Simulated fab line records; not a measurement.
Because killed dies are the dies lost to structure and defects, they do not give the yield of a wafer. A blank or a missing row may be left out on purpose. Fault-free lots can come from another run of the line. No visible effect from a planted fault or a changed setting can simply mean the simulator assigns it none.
fab line records | flow berkeley_cmos170
[record] lots = 14 | wafers = 42 | last_day = 13
route steps=331 shown ACTIVE@63 SPACER@171 SDANNEAL@204 V2@293
lots with no fault: from the same line, run without faults
start_h: the number of hours between the record's first day and the start of the first shown wafer of the lot | wait_h: hours elapsed since this lot's preceding step | " as in the row above | L1.1+2: several wafers, shown together as one row | - no value, or no start given | * or withheld: withheld | < > ~ a bound
route shown NAME@n: names a module that has steps shown in the file, with the first one's number in the route | usual: mean/standard deviation taken from wafers without a fault | same: alike in all rows | chamber/n: place in a boat | sites: per-site readings | _std_site: standard deviation of those values | _edge_site: outer sites' mean less inner sites' | radius_mm: for every site, how far away it sits from the centre of the wafer | mask NAME#n: copy n | behind: the last tool/chamber to shape the wafer | hold: why the lot was held/for how many hours/how that ended | device: transistor that didn't switch, given as n, p or np | end of line: the tests these same wafers got at the end of their route | a step without rows: its recipe alone | killed: dies lost to structure and defects at the first sort, not the wafer's yield | map: the dies of a wafer, with x for killed, . for not killed, _ for no die there
set.NAME: the setting as run; set.NAME@STEP: as run at that earlier step | model.NAME: the simulator's own value behind a step, which no gauge read
steps of the route over a sample of lots; a table a step, a row a wafer
services: from which hour (start_h, from the record's first day; less than 0 if before it) a tool's chamber was out of use, for how many hours, and why
[[steps]]
[step UCB170_ACTIVE_THK_MEAS_03]
[recipe] reads = SiO2_of_ACTIVE_OXIDATION_02
[usual] ACTIVE_OXIDE_THK = 26.3/0.62
lot.wafer | tool          | chamber | start_h | wait_h | ACTIVE_OXIDE_THK[nm]
L634.3    | film_metro-03 | -       | 82.11   | 0.0    | 24.9
L634.5    | "             | -       | "       | "      | 25.4
L634.6    | "             | -       | "       | "      | 25.5
L638.1    | film_metro-03 | -       | 91.70   | 0.0    | 25.9
L638.2    | "             | -       | "       | "      | 26.2
L638.4    | "             | -       | "       | "      | 26.2
L637.2    | film_metro-01 | -       | 91.73   | 0.1    | 26.8
L637.5    | "             | -       | "       | "      | 27.3
L637.6    | "             | -       | "       | "      | 27.3
L640.1    | film_metro-01 | -       | 109.93  | 0.0    | 26.7
L640.2    | "             | -       | "       | "      | 26.5
L640.6    | "             | -       | "       | "      | 26.6
L641.3    | film_metro-02 | -       | 109.95  | 0.0    | 26.9
L641.4    | "             | -       | "       | "      | 26.5
L641.6    | "             | -       | "       | "      | 26.5
L642.3    | film_metro-02 | -       | 120.60  | 0.0    | 25.8
L642.4    | "             | -       | "       | "      | 25.8
L642.5    | "             | -       | "       | "      | 26.2
L645.2    | film_metro-01 | -       | 134.38  | 0.0    | 27.2
L645.3    | "             | -       | "       | "      | 26.8
L645.4    | "             | -       | "       | "      | 27.3
L649.1    | film_metro-02 | -       | 151.53  | 0.0    | 25.8
L649.5    | "             | -       | "       | "      | 26.2
L649.6    | "             | -       | "       | "      | 25.8
L650.2    | film_metro-02 | -       | 165.84  | 0.0    | 27.4
L650.3    | "             | -       | "       | "      | 26.7
L650.6    | "             | -       | "       | "      | 27.3
L653.2    | film_metro-03 | -       | 176.50  | 0.0    | 26.0
L653.4    | "             | -       | "       | "      | 26.0
L653.6    | "             | -       | "       | "      | 26.2
L652.1    | film_metro-02 | -       | 183.92  | 0.0    | 26.2
L652.2    | "             | -       | "       | "      | 26.1
L652.3    | "             | -       | "       | "      | 26.1
L654.1    | film_metro-01 | -       | 183.92  | 0.0    | 25.7
L654.3    | "             | -       | "       | "      | 25.7
L654.6    | "             | -       | "       | "      | 26.0
L655.3    | film_metro-03 | -       | 183.95  | 0.0    | 26.0
L655.4    | "             | -       | "       | "      | 26.0
L655.6    | "             | -       | "       | "      | 26.1
L657.1    | film_metro-01 | -       | 200.00  | 0.0    | 25.5
L657.3    | "             | -       | "       | "      | 25.9
L657.6    | "             | -       | "       | "      | 26.1
[step UCB170_SPACER_CVD_00]
[recipe] material = SiO2 | target_thk_nm = 376 | temp_c = 390 | precursor = TEOS/O2 | time_s = 47 | rf_w = 550 | pressure_mtorr = 9000
[usual] heater_power_w = 280/55 | run_length_s = 74.8/0.59
lot.wafer | tool     | chamber | start_h | wait_h | heater_power_w | run_length_s
L634.3    | pecvd-02 | 1       | 149.79  | 0.0    | 251            | 75.8
L634.5    | "        | 0       | "       | "      | 155            | 75.4
L634.6    | "        | 1       | "       | "      | 267            | 75.4
L638.1    | pecvd-02 | 0       | 158.90  | 0.0    | 167            | 74.6
L638.2    | "        | 1       | "       | "      | 277            | 75.2
L638.4    | "        | 1       | "       | "      | 277            | 75.5
L637.2    | pecvd-01 | 1       | 160.06  | 0.0    | 297            | 75.6
L637.5    | "        | 2       | "       | "      | 353            | 74.7
L637.6    | "        | 1       | "       | "      | 310            | 75.0
L641.3    | pecvd-01 | 0       | 180.54  | 0.0    | 330            | 75.5
L641.4    | "        | 0       | "       | "      | 326            | 75.8
L641.6    | "        | 2       | "       | "      | 372            | 74.5
L640.1    | pecvd-02 | 1       | 181.42  | 0.0    | 267            | 75.6
L640.2    | "        | 2       | "       | "      | 382            | 74.4
L640.6    | "        | 1       | "       | "      | 265            | 75.2
L642.3    | pecvd-03 | 1       | 191.23  | 0.0    | 269            | 74.9
L642.4    | "        | 2       | "       | "      | 203            | 74.7
L642.5    | "        | 1       | "       | "      | 185            | 74.7
L645.2    | pecvd-01 | 1       | 215.57  | 0.0    | 255            | 70.8
L645.3    | "        | 2       | "       | "      | 339            | 69.9
L645.4    | "        | 0       | "       | "      | 277            | 71.1
L649.1    | pecvd-01 | 1       | 224.52  | 0.0    | 295            | 70.3
L649.5    | "        | 2       | "       | "      | 353            | 69.8
L649.6    | "        | 0       | "       | "      | 249            | 71.3
L650.2    | pecvd-03 | 0       | 243.26  | 0.0    | 316            | 74.8
L650.3    | "        | 2       | "       | "      | 230            | 74.7
L650.6    | "        | 2       | "       | "      | 245            | 75.0
L653.2    | pecvd-02 | 2       | 243.26  | 0.0    | 290            | 74.1
L653.4    | "        | 2       | "       | "      | 315            | 73.9
L653.6    | "        | 0       | "       | "      | 186            | 74.7
L654.1    | pecvd-02 | 1       | 254.64  | 0.0    | 271            | 75.2
L654.3    | "        | 2       | "       | "      | 282            | 73.9
L654.6    | "        | 0       | "       | "      | 232            | 74.6
L655.3    | pecvd-03 | 0       | 254.91  | 0.0    | 299            | 75.1
L655.4    | "        | 1       | "       | "      | 266            | 74.8
L655.6    | "        | 0       | "       | "      | 314            | 75.2
L652.1    | pecvd-02 | 2       | 255.30  | 0.0    | 330            | 73.9
L652.2    | "        | 1       | "       | "      | 283            | 75.9
L652.3    | "        | 0       | "       | "      | 193            | 74.4
L657.1    | pecvd-02 | 0       | 269.21  | 0.0    | 166            | 75.0
L657.3    | "        | 2       | "       | "      | 319            | 73.6
L657.6    | "        | 0       | "       | "      | 183            | 74.9
[step UCB170_SPACER_THK_MEAS_01]
[recipe] reads = SiO2_of_SPACER_CVD_00
[usual] SPACER_TEOS_THK = 375/4.7
lot.wafer | tool          | chamber | start_h | wait_h | SPACER_TEOS_THK[nm]
L634.3    | film_metro-04 | -       | 149.85  | 0.0    | 373
L634.5    | "             | -       | "       | "      | 389
L634.6    | "             | -       | "       | "      | 385
L638.1    | film_metro-04 | -       | 158.94  | 0.0    | 372
L638.2    | "             | -       | "       | "      | 377
L638.4    | "             | -       | "       | "      | 382
L637.2    | film_metro-02 | -       | 160.11  | 0.0    | 374
L637.5    | "             | -       | "       | "      | 381
L637.6    | "             | -       | "       | "      | 382
L641.3    | film_metro-04 | -       | 180.61  | 0.0    | 372
L641.4    | "             | -       | "       | "      | 377
L641.6    | "             | -       | "       | "      | 376
L640.1    | film_metro-04 | -       | 181.46  | 0.0    | 374
L640.2    | "             | -       | "       | "      | 377
L640.6    | "             | -       | "       | "      | 382
L642.3    | film_metro-04 | -       | 191.30  | 0.0    | 366
L642.4    | "             | -       | "       | "      | 379
L642.5    | "             | -       | "       | "      | 374
L645.2    | film_metro-03 | -       | 215.62  | 0.0    | 335
L645.3    | "             | -       | "       | "      | 335
L645.4    | "             | -       | "       | "      | 346
L649.1    | film_metro-02 | -       | 224.56  | 0.0    | 340
L649.5    | "             | -       | "       | "      | 345
L649.6    | "             | -       | "       | "      | 346
L650.2    | film_metro-04 | -       | 243.31  | 0.0    | 372
L650.3    | "             | -       | "       | "      | 368
L650.6    | "             | -       | "       | "      | 379
L653.2    | film_metro-02 | -       | 243.32  | 0.0    | 370
L653.4    | "             | -       | "       | "      | 374
L653.6    | "             | -       | "       | "      | 370
L654.1    | film_metro-04 | -       | 254.69  | 0.0    | 365
L654.3    | "             | -       | "       | "      | 366
L654.6    | "             | -       | "       | "      | 378
L655.3    | film_metro-02 | -       | 254.98  | 0.0    | 373
L655.4    | "             | -       | "       | "      | 378
L655.6    | "             | -       | "       | "      | 379
L652.1    | film_metro-03 | -       | 255.34  | 0.0    | 372
L652.2    | "             | -       | "       | "      | 374
L652.3    | "             | -       | "       | "      | 375
L657.1    | film_metro-02 | -       | 269.25  | 0.0    | 373
L657.3    | "             | -       | "       | "      | 374
L657.6    | "             | -       | "       | "      | 377
[step UCB170_SPACER_ETCHBACK_03]
[recipe] stop_on = Si | target = SiO2 | chemistry = CHF3/CF4/Ar | CHF3_flow_sccm = 50 | cf4_flow_sccm = 10 | Ar_flow_sccm = 120 | pressure_mtorr = 200 | rf_w = 500 | target_depth_a = 3760 | time_s = 100
[usual] drypump_motor_current_A = 5.7/0.37 | oes_product_au = 0.890/0.014 | throttle_valve_pct = 6.43/0.11
lot.wafer | tool        | chamber | start_h | wait_h | drypump_motor_current_A | oes_product_au | rf_hours_counter_h | throttle_valve_pct
L634.3    | rie_diel-04 | 1       | 154.62  | 0.0    | 5.4                     | 0.887          | 111                | 6.28
L634.5    | "           | 1       | "       | "      | 5.4                     | 0.913          | -                  | 6.29
L634.6    | "           | 2       | "       | "      | 5.7                     | 0.930          | -                  | 6.27
L637.2    | rie_diel-04 | 3       | 164.48  | 0.0    | 5.8                     | 0.868          | 3                  | 6.33
L637.5    | "           | 1       | "       | "      | 5.4                     | 0.900          | -                  | 6.29
L637.6    | "           | 2       | "       | "      | 5.7                     | 0.926          | -                  | 6.28
L638.1    | rie_diel-02 | 3       | 164.48  | 0.0    | 5.8                     | 0.878          | 81                 | 6.41
L638.2    | "           | 2       | "       | "      | 6.1                     | 0.895          | 14                 | 6.52
L638.4    | "           | 0       | "       | "      | 5.8                     | 0.894          | 10                 | 6.51
L640.1    | rie_diel-04 | 0       | 189.30  | 0.0    | 5.4                     | 0.906          | 138                | 6.52
L640.2    | "           | 1       | "       | "      | 5.4                     | 0.900          | 113                | 6.30
L640.6    | "           | 0       | "       | "      | 5.4                     | 0.909          | -                  | 6.53
L641.3    | rie_diel-02 | 2       | 189.30  | 0.0    | 6.1                     | 0.889          | 16                 | 6.51
L641.4    | "           | 1       | "       | "      | 5.1                     | 0.893          | 111                | 6.42
L641.6    | "           | 0       | "       | "      | 5.8                     | 0.901          | -                  | 6.53
L642.3    | rie_diel-02 | 0       | 198.94  | 0.0    | 5.8                     | 0.876          | 12                 | 6.52
L642.4    | "           | 1       | "       | "      | 5.0                     | 0.890          | 111                | 6.42
L642.5    | "           | 1       | "       | "      | 5.0                     | 0.885          | -                  | 6.43
L645.2    | rie_diel-03 | 0       | 222.28  | 0.0    | 5.4                     | 0.826          | 25                 | 6.41
L645.3    | "           | 2       | "       | "      | 5.8                     | 0.825          | 5                  | 6.52
L645.4    | "           | 1       | "       | "      | 5.3                     | 0.828          | 17                 | 6.63
L649.1    | rie_diel-03 | 1       | 229.97  | 0.0    | 5.3                     | 0.813          | 17                 | 6.62
L649.5    | "           | 2       | "       | "      | 5.8                     | 0.843          | -                  | 6.52
L649.6    | "           | 1       | "       | "      | 5.3                     | 0.823          | -                  | 6.64
L650.2    | rie_diel-04 | 1       | 248.95  | 0.0    | 5.3                     | 0.887          | 115                | 6.30
L650.3    | "           | 2       | "       | "      | 5.8                     | 0.891          | 96                 | 6.27
L650.6    | "           | 3       | "       | "      | 5.8                     | 0.879          | -                  | 6.32
L653.2    | rie_diel-03 | 2       | 248.95  | 0.0    | 5.9                     | 0.894          | 7                  | 6.53
L653.4    | "           | 0       | "       | "      | 5.4                     | 0.890          | 26                 | 6.43
L653.6    | "           | 2       | "       | "      | 5.8                     | 0.897          | -                  | 6.54
L652.1    | rie_diel-04 | 1       | 259.13  | 0.0    | 5.4                     | 0.885          | 116                | 6.29
L652.2    | "           | 3       | "       | "      | 5.8                     | 0.870          | 8                  | 6.33
L652.3    | "           | 2       | "       | "      | 5.8                     | 0.915          | 96                 | 6.25
L654.1    | rie_diel-02 | 0       | 259.13  | 0.0    | 5.8                     | 0.875          | 15                 | 6.52
L654.3    | "           | 3       | "       | "      | 5.8                     | 0.863          | 86                 | 6.41
L654.6    | "           | 3       | "       | "      | 5.8                     | 0.892          | -                  | 6.42
L655.3    | rie_diel-03 | 0       | 259.13  | 0.0    | 5.4                     | 0.890          | 27                 | 6.39
L655.4    | "           | 1       | "       | "      | 5.3                     | 0.883          | 18                 | 6.62
L655.6    | "           | 1       | "       | "      | 5.3                     | 0.874          | -                  | 6.64
L657.1    | rie_diel-02 | 3       | 273.18  | 0.0    | 5.8                     | 0.873          | 87                 | 6.41
L657.3    | "           | 1       | "       | "      | 5.0                     | 0.875          | 115                | 6.42
L657.6    | "           | 1       | "       | "      | 5.0                     | 0.888          | -                  | 6.43
[step UCB170_SDANNEAL_RTA_00]
[recipe] temp_c = 900 | time_s = 10 | ambient = N2
[usual] lamp_power_pct = 26.7/0.4 | wafer_temp_C_max = 903.6/1.1
lot.wafer | tool          | chamber | start_h | wait_h | lamp_power_pct | wafer_temp_C_max
L634.3    | rtp_anneal-02 | 0       | 161.73  | 0.0    | 27.0           | 902.4
L634.5    | "             | 0       | "       | "      | 27.1           | 902.6
L634.6    | "             | 0       | "       | "      | 27.0           | 902.5
L638.1    | rtp_anneal-02 | 0       | 169.30  | 0.0    | 27.1           | 902.9
L638.2    | "             | 0       | "       | "      | 27.0           | 902.8
L638.4    | "             | 0       | "       | "      | 27.0           | 902.8
L637.2    | rtp_anneal-01 | 0       | 169.49  | 0.0    | 26.2           | 903.7
L637.5    | "             | 0       | "       | "      | 26.2           | 905.2
L637.6    | "             | 0       | "       | "      | 26.2           | 905.2
L641.3    | rtp_anneal-01 | 0       | 193.77  | 0.0    | 26.2           | 903.8
L641.4    | "             | 0       | "       | "      | 26.2           | 905.2
L641.6    | "             | 0       | "       | "      | 26.2           | 904.8
L640.1    | rtp_anneal-01 | 0       | 194.32  | 0.0    | 26.2           | 904.9
L640.2    | "             | 0       | "       | "      | 26.2           | 905.3
L640.6    | "             | 0       | "       | "      | 26.2           | 905.1
L642.3    | rtp_anneal-02 | 0       | 203.03  | 0.0    | 27.0           | 903.5
L642.4    | "             | 0       | "       | "      | 27.0           | 902.9
L642.5    | "             | 0       | "       | "      | 27.0           | 904.1
L645.2    | rtp_anneal-02 | 0       | 226.79  | 0.0    | 27.0           | 903.7
L645.3    | "             | 0       | "       | "      | 27.1           | 902.4
L645.4    | "             | 0       | "       | "      | 27.0           | 903.2
L649.1    | rtp_anneal-01 | 0       | 234.89  | 0.0    | 26.3           | 906.5
L649.5    | "             | 0       | "       | "      | 26.3           | 904.1
L649.6    | "             | 0       | "       | "      | 26.2           | 904.8
L653.2    | rtp_anneal-02 | 0       | 254.37  | 0.0    | 27.1           | 903.0
L653.4    | "             | 0       | "       | "      | 27.0           | 902.4
L653.6    | "             | 0       | "       | "      | 27.0           | 904.0
L650.2    | rtp_anneal-01 | 0       | 255.12  | 0.0    | 26.2           | 905.0
L650.3    | "             | 0       | "       | "      | 26.2           | 904.1
L650.6    | "             | 0       | "       | "      | 26.2           | 905.2
L654.1    | rtp_anneal-02 | 0       | 263.80  | 0.0    | 27.0           | 903.1
L654.3    | "             | 0       | "       | "      | 27.0           | 903.5
L654.6    | "             | 0       | "       | "      | 27.0           | 901.6
L655.3    | rtp_anneal-01 | 0       | 264.18  | 0.0    | 26.2           | 904.0
L655.4    | "             | 0       | "       | "      | 26.2           | 905.0
L655.6    | "             | 0       | "       | "      | 26.2           | 902.9
L652.1    | rtp_anneal-02 | 0       | 264.61  | 0.0    | 27.0           | 903.5
L652.2    | "             | 0       | "       | "      | 27.0           | 902.7
L652.3    | "             | 0       | "       | "      | 27.1           | 903.9
L657.1    | rtp_anneal-01 | 0       | 279.60  | 0.0    | 26.2           | 904.0
L657.3    | "             | 0       | "       | "      | 26.2           | 905.9
L657.6    | "             | 0       | "       | "      | 26.2           | 904.8
[step UCB170_V2_THK_MEAS_01]
[recipe] reads = SiO2_of_V2_CVD_00
[usual] V2_TEOS_THK = 2002/26
lot.wafer | tool          | chamber | start_h | wait_h | V2_TEOS_THK[nm]
L634.3    | film_metro-02 | -       | 177.52  | 0.1    | 2001
L634.5    | "             | -       | "       | "      | 2015
L634.6    | "             | -       | "       | "      | 2051
L638.1    | film_metro-02 | -       | 183.76  | 0.1    | 2023
L638.2    | "             | -       | "       | "      | 2001
L638.4    | "             | -       | "       | "      | 2067
L637.2    | film_metro-01 | -       | 186.68  | 0.1    | 2007
L637.5    | "             | -       | "       | "      | 2038
L637.6    | "             | -       | "       | "      | 2026
L641.3    | film_metro-02 | -       | 209.75  | 0.1    | 1992
L641.4    | "             | -       | "       | "      | 2050
L641.6    | "             | -       | "       | "      | 2006
L640.1    | film_metro-04 | -       | 213.14  | 0.1    | 1951
L640.2    | "             | -       | "       | "      | 1960
L640.6    | "             | -       | "       | "      | 1963
L642.3    | film_metro-01 | -       | 221.32  | 0.1    | 2007
L642.4    | "             | -       | "       | "      | 2034
L642.5    | "             | -       | "       | "      | 2007
L645.2    | film_metro-02 | -       | 246.86  | 0.1    | 1953
L645.3    | "             | -       | "       | "      | 1978
L645.4    | "             | -       | "       | "      | 2008
L649.1    | film_metro-04 | -       | 251.49  | 0.2    | 1989
L649.5    | "             | -       | "       | "      | 2042
L649.6    | "             | -       | "       | "      | 2035
L653.2    | film_metro-01 | -       | 271.60  | 0.1    | 1961
L653.4    | "             | -       | "       | "      | 2015
L653.6    | "             | -       | "       | "      | 2008
L650.2    | film_metro-01 | -       | 280.81  | 0.1    | 1967
L650.3    | "             | -       | "       | "      | 1973
L650.6    | "             | -       | "       | "      | 2002
L654.1    | film_metro-02 | -       | 280.89  | 0.1    | 2029
L654.3    | "             | -       | "       | "      | 1979
L654.6    | "             | -       | "       | "      | 2027
L652.1    | film_metro-02 | -       | 284.12  | 0.1    | 1998
L652.2    | "             | -       | "       | "      | 1990
L652.3    | "             | -       | "       | "      | 1998
L655.3    | film_metro-01 | -       | 284.34  | 0.1    | 2025
L655.4    | "             | -       | "       | "      | 2037
L655.6    | "             | -       | "       | "      | 1997
L657.1    | film_metro-02 | -       | 297.18  | 0.2    | 1971
L657.3    | "             | -       | "       | "      | 2030
L657.6    | "             | -       | "       | "      | 2012
[[services]]
tool          | chamber | start_h | hours | kind
pecvd-03      | -       | 130.75  | 6.0   | pm
pecvd-01      | 1       | 135.44  | 1.8   | repair
pecvd-02      | -       | 135.50  | 14.0  | pm
pecvd-02      | 0       | 135.50  | 14.0  | vent_cycle
pecvd-02      | 1       | 135.50  | 14.0  | vent_cycle
pecvd-02      | 2       | 135.50  | 14.0  | vent_cycle
pecvd-02      | 0       | 149.50  | -     | clean
rtp_anneal-02 | -       | 153.83  | 2.7   | pm
pecvd-02      | 1       | 170.69  | 7.3   | repair
rie_diel-04   | 0       | 191.40  | 16.0  | repair
rie_diel-03   | 2       | 195.19  | 5.8   | repair
pecvd-01      | -       | 198.92  | 6.0   | pm
pecvd-02      | 0       | 234.85  | 5.4   | repair
rie_diel-03   | 1       | 236.55  | 7.0   | repair
pecvd-01      | 2       | 239.33  | 2.1   | repair
pecvd-01      | -       | 242.50  | 14.0  | pm
rie_diel-04   | 2       | 244.12  | 4.3   | repair
rie_diel-04   | 0       | 248.04  | 4.1   | repair
pecvd-02      | 2       | 248.16  | 3.8   | repair
rie_diel-02   | 3       | 251.18  | 7.4   | repair
rie_diel-03   | -       | 265.82  | 4.0   | pm
rie_diel-03   | -       | 272.80  | 1.1   | repair
rie_diel-02   | -       | 273.34  | 0.5   | repair
rie_diel-03   | -       | 277.31  | 2.8   | pm
[[key]]
[first_sign] step = UCB170_SPACER_CVD_00 | reading = run_length_s | direction = down | sigmas = 7.3 | usual = * | struck = *
[effect] step = UCB170_SPACER_THK_MEAS_01 | reading = SPACER_TEOS_THK | direction = down | sigmas = 7.3 | usual = 375 | struck = 341
[effect] step = UCB170_SPACER_ETCHBACK_03 | reading = oes_product_au | direction = down | sigmas = 4.5 | usual = 0.890 | struck = 0.826
met_at UCB170_SPACER_CVD_00
struck_lots L645,L649
tester_left_out L645,L649
not_acting_at UCB170_ACTIVE_THK_MEAS_03,UCB170_SDANNEAL_RTA_00,UCB170_V2_THK_MEAS_01
onset_between 180.54 215.57
[fault] kind = process_parameter_drift | tool = pecvd-01 | chamber = - | onset_h = 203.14 | steps = UCB170_SPACER_CVD_00 | channel = time_s | offset = * | shape = step | end_h = 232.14 | acts_in = * | stated = *
// tester_left_out: of these lots the tester's yield and bins aren't shown, on N5 and GAA mostly nor the transistor test; their killed dies are dies lost to structure and defects alone, not to doping, threshold or leakage, so they don't give the yield
